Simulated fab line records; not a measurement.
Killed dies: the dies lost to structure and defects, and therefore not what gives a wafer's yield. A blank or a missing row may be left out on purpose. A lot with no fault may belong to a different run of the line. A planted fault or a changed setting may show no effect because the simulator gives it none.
8D (eight disciplines) problem report, filled in by code	flow berkeley_cmos170	the parts of the form that need people (team, actions taken, sign-off) are left out

1. WHAT WENT WRONG
Mean NLDD_TW at UCB170_NLDD_TW_MEAS_11: 2328 over 6 wafers in 2 lots; fault-free wafers: 2212, standard deviation 12. Relative to the usual mean, that is a shift of +9.6 standard deviations.
First seen on wafer L803.2, day 9 16:25, on film_metro-04. The record has a number at this step for 42 wafers belonging to 14 lots. By rule, "out" or "out of limits" means more than 4 standard deviations away from the usual mean. All remaining wafers that have a number are taken as sound.

2. WHAT THIS IS AND IS NOT
question	is	is not
which readings at this step	NLDD_TW	-
which lots	L803, L805	L787, L788, L790, L791, L794, L795, L796, L797, L799, L806, L807, L808
which wafers of those lots	all that have a number	-
read on which gauges	film_metro-04	film_metro-01, film_metro-03
when	from day 9 16:25	up to then (27 sound wafers); but 9 sound wafers of L806, L807, L808 came after

3. SUSPECTS, AND WHAT RULES EACH OUT
Counting: a tool at any process step up to the reading remains a suspect when it ran all the lots that are out and ran no sound lot after the first of those.
- the gauge at UCB170_NLDD_TW_MEAS_11 is ruled out. All the wafers that are out were read on film_metro-04, but those of them that UCB170_NLDD_IMPLANT_09 has rows for are out there too, on other tools.
- rie_si-02 at UCB170_GATE_ETCH_15 (etches poly-Si in HBr/Cl2, stops on SiO2, time 56.3 s, target depth 278.2 nm): ruled out as a lasting fault. After its first lot that is out, L803 (day 9 11:51), sound lots L806 ran on it.
- implanter-04 at UCB170_NLDD_IMPLANT_09: kept. Every lot that is out went through it, starting with L803 (day 9 16:11), and after that it ran no sound lot; the last sound lot it ran before then is L797 (day 8 02:46). Out on those wafers are its own readings of dose_ions_cm2, faraday_current_uA.
The count leaves implanter-04 at UCB170_NLDD_IMPLANT_09.

4. THE CAUSE (what the simulator had put in)
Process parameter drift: implanter-04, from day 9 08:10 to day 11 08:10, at UCB170_NLDD_IMPLANT_09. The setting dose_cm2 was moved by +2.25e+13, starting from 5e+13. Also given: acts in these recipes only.
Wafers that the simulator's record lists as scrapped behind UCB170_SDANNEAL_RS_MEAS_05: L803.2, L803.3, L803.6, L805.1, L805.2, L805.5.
The count eliminated every tool but this one.

5. THE EFFECT CHAIN, in route order
Each row: a reading where the mean over the struck wafers with a number is more than 3 standard deviations away from the usual. Scope: only readings with a usual standard deviation given in the record; hours: median across lots of the time from each lot's start at the first step in this table that gives one to its start at this step; sigmas: change in usual standard deviations.
hours	step	reading	usual	on struck wafers	change	sigmas
0	UCB170_NLDD_IMPLANT_09	dose_ions_cm2	5.001e+13	7.252e+13	+2.250e+13	+99 or more
0	UCB170_NLDD_IMPLANT_09	faraday_current_uA	159	229	+70	+22
0	UCB170_NLDD_TW_MEAS_11	NLDD_TW	2212	2328	+116	+9.6
12	UCB170_SDANNEAL_RS_MEAS_05	NLDD_RS	616.3 ohm/sq	536.5	-79.8	-47
Its process steps:
- UCB170_NLDD_IMPLANT_09

6. HOW IT WOULD HAVE BEEN CAUGHT EARLIER
In this record the first reading out of limits at a measuring or inspecting step was taken at day 9 16:25, 8 hours after the fault began at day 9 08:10.
Tool's own readings at UCB170_NLDD_IMPLANT_09, dose_ions_cm2, faraday_current_uA: out on all struck wafers the step has rows for; an alarm limit on them would have tripped on the first.
L805, from the lots that are out (2), started UCB170_NLDD_IMPLANT_09 on implanter-04 later than day 9 16:25. A tool hold placed at that time would have kept it from harm.
